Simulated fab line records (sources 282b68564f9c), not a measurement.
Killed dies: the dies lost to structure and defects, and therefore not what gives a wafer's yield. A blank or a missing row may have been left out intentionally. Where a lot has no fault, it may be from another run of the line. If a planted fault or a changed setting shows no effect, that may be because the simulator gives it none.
What tool caused it? ; flow rit_cmos ; 14 lots, 42 wafers sampled, at 3 steps of a route of 202

== WHAT EACH GAUGE READ, for each wafer ==
RIT_PWELL_TW_MEAS_10.
lot;measured;on;PWELL_TW
L448;day 2 07:40;film_metro-02;962 964 964
L449;day 2 09:02;film_metro-04;930 932 934
L450;day 2 11:17;film_metro-03;956 959 949
L451;day 2 15:19;film_metro-04;926 933 930
L452;day 2 20:00;film_metro-03;953 956 955
L453;day 3 01:00;film_metro-04;937 943 939
L454;day 3 05:16;film_metro-03;965 962 959
L465;day 5 11:41;film_metro-04;1024 1013 1017 1016 1018 1018
L466;day 5 16:42;film_metro-04;1012 1015 1016 1019 1016 1017
L467;day 5 21:40;film_metro-04;937 934 938
L468;day 6 02:51;film_metro-04;939 935 934
L469;day 6 07:36;film_metro-03;956 946 954
L470;day 6 12:43;film_metro-04;934 936 938
L471;day 6 17:26;film_metro-03;952 954 953

RIT_WELLDRIVE_RS_MEAS_02: measurement is done with a four-point probe.
lot;measured;on;PWELL_RS (ohm/sq)
L448;day 2 12:56;film_metro-04;430.6 431.0 432.9
L449;day 2 14:56;film_metro-04;431.4 429.9 431.3
L450;day 2 18:01;film_metro-02;428.7 429.1 428.6
L451;day 2 20:35;film_metro-04;431.4 430.9 430.2
L452;day 3 01:31;film_metro-02;431.7 430.4 429.7
L453;day 3 06:52;film_metro-02;426.9 427.4 427.4
L454;day 3 11:55;film_metro-03;427.0 427.7 426.7
L465;day 5 17:45;film_metro-03;364.2 363.6 363.4 363.7 363.9 363.4
L466;day 5 23:55;film_metro-04;364.6 364.6 365.0 364.4 365.3 365.0
L467;day 6 03:06;film_metro-02;427.6 427.1 427.6
L468;day 6 08:11;film_metro-03;427.8 428.1 429.1
L469;day 6 13:16;film_metro-02;426.9 427.8 427.8
L470;day 6 18:21;film_metro-04;431.5 430.9 430.3
L471;day 6 23:26;film_metro-04;431.1 428.9 430.9

== EACH LOT AND THE TOOL THAT RAN IT (in order: tool; ch and the chambers of the sampled wafers; start) ==
lot;RIT_PWELL_IMPLANT_08
L448;implanter-04 ch 0, day 2 07:21
L449;implanter-02 ch 0, day 2 08:43
L450;implanter-04 ch 0, day 2 10:59
L451;implanter-04 ch 0, day 2 14:59
L452;implanter-01 ch 0, day 2 19:43
L453;implanter-02 ch 0, day 3 00:43
L454;implanter-02 ch 0, day 3 04:58
L465;implanter-02 ch 0, day 5 11:24
L466;implanter-02 ch 0, day 5 16:22
L467;implanter-04 ch 0, day 5 21:20
L468;implanter-01 ch 0, day 6 02:31
L469;implanter-01 ch 0, day 6 07:17
L470;implanter-04 ch 0, day 6 12:23
L471;implanter-04 ch 0, day 6 17:06
- RIT_PWELL_IMPLANT_08

== AS READ BY THE TOOLS THEMSELVES (means over the sampled wafers that have a number; for cases with no such wafer, the mark the record gives instead) ==
RIT_PWELL_IMPLANT_08.
lot;tool;dose_ions_cm2;faraday_current_uA
L448;implanter-04;7e+13;227
L449;implanter-02;7e+13;220
L450;implanter-04;7e+13;220
L451;implanter-04;7e+13;228
L452;implanter-01;7e+13;223
L453;implanter-02;7e+13;222
L454;implanter-02;7e+13;219
L465;implanter-02;9e+13;289
L466;implanter-02;9e+13;291
L467;implanter-04;7e+13;220
L468;implanter-01;7e+13;221
L469;implanter-01;7e+13;222
L470;implanter-04;7e+13;221
L471;implanter-04;7e+13;222

== THE ANSWER, worked out from the rows above alone ==
Rule: the usual values come from the lots themselves. Put in order of their means at a reading, lots are off if they are a third of the lots or fewer, leave a main group of 4 or more, and stand apart from it by a gap of 3 or more times the standard deviation of the main group's means; of several such gaps the widest counts. A main group is skipped when, at the precision printed for the reading in the tables above, its means are all equal. Also off: a lot with no number at a reading for which 4 or more lots have one. The other lots that the step has rows for count as sound. Order of review: gauges by route order, followed by the tools' own readings, for which a lot's mean as printed above is used. The first step at which some lot is off is used, and at that step the reading that is off furthest; a lot without a number counts as furthest.
Off: at RIT_PWELL_TW_MEAS_10 (PWELL_TW), L465, L466. For the main group the mean is 946 and the standard deviation 12.
If a tool, at a process step before that reading, ran all the lots that are off and no sound lot after the first of them, it fits. The gauges at RIT_PWELL_TW_MEAS_10 aren't tried: what is off there is off at RIT_PWELL_IMPLANT_08 too, on other tools, and a gauge's error can't cause that. One fits: RIT_PWELL_IMPLANT_08 on implanter-02. Its last sound lot is L454 (day 3 04:58), its first lot that is off L465 (day 5 11:24): a fault that began between those two fits.
The tool's own readings at RIT_PWELL_IMPLANT_08 bear it out: on the lots that are off they differ by more than 5 times the standard deviation of the sound lots' means. dose_ions_cm2 reads 9e+13 there against 7e+13 on the sound lots; faraday_current_uA reads 290 there against 222 on the sound lots.

== WHAT THE SIMULATOR HAD PUT IN ==
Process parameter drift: implanter-02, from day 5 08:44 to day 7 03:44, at RIT_PWELL_IMPLANT_08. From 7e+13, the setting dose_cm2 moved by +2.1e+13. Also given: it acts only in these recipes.
Shown lots that were struck: L465, L466. The rule above reached the same finding.
